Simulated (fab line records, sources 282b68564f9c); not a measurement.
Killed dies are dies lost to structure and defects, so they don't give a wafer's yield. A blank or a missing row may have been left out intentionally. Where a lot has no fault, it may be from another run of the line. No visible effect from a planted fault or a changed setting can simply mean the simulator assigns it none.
A lot that was struck, set against a sound lot | flow rit_cmos | 22 steps out of a route of 202
Sound: wafers L468.1, L468.2, L468.6. Wafers L476.1, L476.2, L476.4 were the ones struck. The cause is named last.
Per side, at each step with rows, come the tool, then ch with its chambers, and then its first start. Under that, the readings that differ: sound wafers | struck wafers | difference of the means | sigmas: that difference in standard deviations of wafers without a fault.
alike: same words and numbers on both sides, and readings whose means sit less than 2 such deviations apart. not compared: any withheld reading, any reading some wafer has no value for, any bound like >300 that may hide the same value, and any number with overlapping values for which the record gives no deviation.
Wherever a step has rows on one side only, a row that says differs or no value, or a row with sigmas, the two part there. When numbers do not overlap yet have no deviation, they are printed without sigmas and do not part them. A reading missing from all wafers of one side parts the sides only when that side holds two or more wafers.

first, 2 steps without rows for these wafers: RIT_NSD_HARDBAKE_07 (time 60 s); RIT_NSD_IMPLANT_08.
RIT_NSD_STRIP_09: strips in O2, time 180 s.
  sound on plasma_asher-01 ch 0,1, day 4 08:07; struck on plasma_asher-02 ch 0,1, day 5 22:29
  reading                     | sound       | struck      | difference | sigmas
  drypump_motor_current_A (A) | 5.7 5.2 5.3 | 5.4 6.4 6.4 | +0.7       | +2
  not compared: rf_hours_counter_h
RIT_NSD_TW_MEAS_10:
  sound on film_metro-04, day 4 08:17; struck on film_metro-04, day 5 22:39
  alike: NSD_TW
then, 6 steps without rows for these wafers: RIT_PSD_HMDS_00 (prime time 60 s); RIT_PSD_COAT_01 (resist thk 1000 nm); RIT_PSD_SOFTBAKE_02 (time 60 s); RIT_PSD_EXPOSE_03 (exposes mask M10, target cd 40900 nm); RIT_PSD_PEB_04; RIT_PSD_DEVELOP_05 (develop time 48.93 s).
RIT_PSD_OVL_MEAS_06:
  sound on overlay-01, day 4 09:19; struck on overlay-01, day 5 23:34
  alike: PSD_OVL
then, 1 step without rows for these wafers: RIT_PSD_HARDBAKE_07 (time 60 s).
RIT_PSD_IMPLANT_08:
  sound on implanter-01 ch 0, day 4 09:30; struck on implanter-04 ch 0, day 5 23:45
  reading                          | sound                     | struck                      | difference | sigmas
  beam_on_s (s)                    | 13.1 13.6 13.0            | 16.9 15.1 15.9              | +2.7       | +3
  end_station_pressure_torr (Torr) | 1.2e-05 1.44e-05 1.31e-05 | 0.000107 0.0001095 9.09e-05 | +0.000089  | +81
  faraday_current_uA               | 11707 11336 11779         | 9520 10562 10035            | -1568      | -2
RIT_PSD_STRIP_09: strips in O2, time 180 s.
  sound on plasma_asher-01 ch 0,1, day 4 09:39; struck on plasma_asher-04 ch 0,1, day 5 23:54
  alike: drypump_motor_current_A
  not compared: rf_hours_counter_h
RIT_PSD_TW_MEAS_10:
  sound on film_metro-04, day 4 09:50; struck on film_metro-02, day 6 00:05
  reading | sound          | struck         | difference | sigmas
  PSD_TW  | 3464 3471 3475 | 3552 3528 3541 | +70        | +4
then, 3 steps without rows for these wafers: RIT_SDANNEAL_CLEAN_00 (cleans in SC1, time 600 s); RIT_SDANNEAL_CLEAN_01 (cleans in dHF, time 30 s); RIT_SDANNEAL_CLEAN_02 (cleans in SC2, time 600 s).
RIT_SDANNEAL_RTA_03: time 5 s.
  sound on rtp_anneal-01 ch 0, day 4 10:16; struck on rtp_anneal-01 ch 0, day 6 00:30
  alike: ramp_down_c_per_s, wafer_temp_C_max
RIT_SDANNEAL_RS_MEAS_04: the measuring method here is four-point-probe.
  sound on film_metro-02, day 4 10:19; struck on film_metro-01, day 6 00:34
  reading         | sound             | struck            | difference | sigmas
  PSD_RS (ohm/sq) | 115.9 116.2 115.9 | 112.0 112.2 112.0 | -3.9       | -13
RIT_SDANNEAL_RS_MEAS_05: the measuring method here is four-point-probe.
  sound on film_metro-02, day 4 10:26; struck on film_metro-01, day 6 00:41
  alike: NSD_RS
RIT_M1_PROBE_99:
  sound on prober-02, day 4 17:54; struck on prober-02, day 6 08:03
  reading                                | sound                | struck               | difference | sigmas
  killed_short                           | 3 2 1                | 7 3 9                | +4         | +2
  model.etest.contact_pplus.end_ohm_um   | 42.87 41.45 41.24    | 38.51 38.42 38.99    | -3.21      |
  model.etest.pmos_narrow.drive_ua_um    | 96.86 97.56 100.4    | 103.4 107.3 105.2    | +7.0       |
  model.etest.pmos_0p3.drive_ua_um       | 97.43 97.63 101.2    | 103.3 106.2 103.8    | +5.7       |
  model.etest.pmos_0p15.off_log10_a_um   | -10.49 -10.35 -10.27 | -10.24 -9.9 -9.845   | +0.37      |
  model.etest.pmos_narrow.off_log10_a_um | -12.89 -12.99 -12.96 | -12.51 -12.46 -12.45 | +0.47      |
  model.etest.pmos_0p3.off_log10_a_um    | -13.07 -13.17 -12.81 | -12.53 -12.59 -12.6  | +0.44      |
  model.etest.vpnp.gain                  | 1.106 1.116 1.114    | 1.207 1.175 1.202    | +0.083     |
  alike: killed_at_contacts, killed_at_front_end, killed_dies, killed_open
  not compared: model.etest.retro_edge_pmos.off_log10_a_um

WHERE THEY PART
Last at RIT_M1_PROBE_99 as far as this record goes, first at RIT_NSD_STRIP_09.

WHY: what the simulator had put in
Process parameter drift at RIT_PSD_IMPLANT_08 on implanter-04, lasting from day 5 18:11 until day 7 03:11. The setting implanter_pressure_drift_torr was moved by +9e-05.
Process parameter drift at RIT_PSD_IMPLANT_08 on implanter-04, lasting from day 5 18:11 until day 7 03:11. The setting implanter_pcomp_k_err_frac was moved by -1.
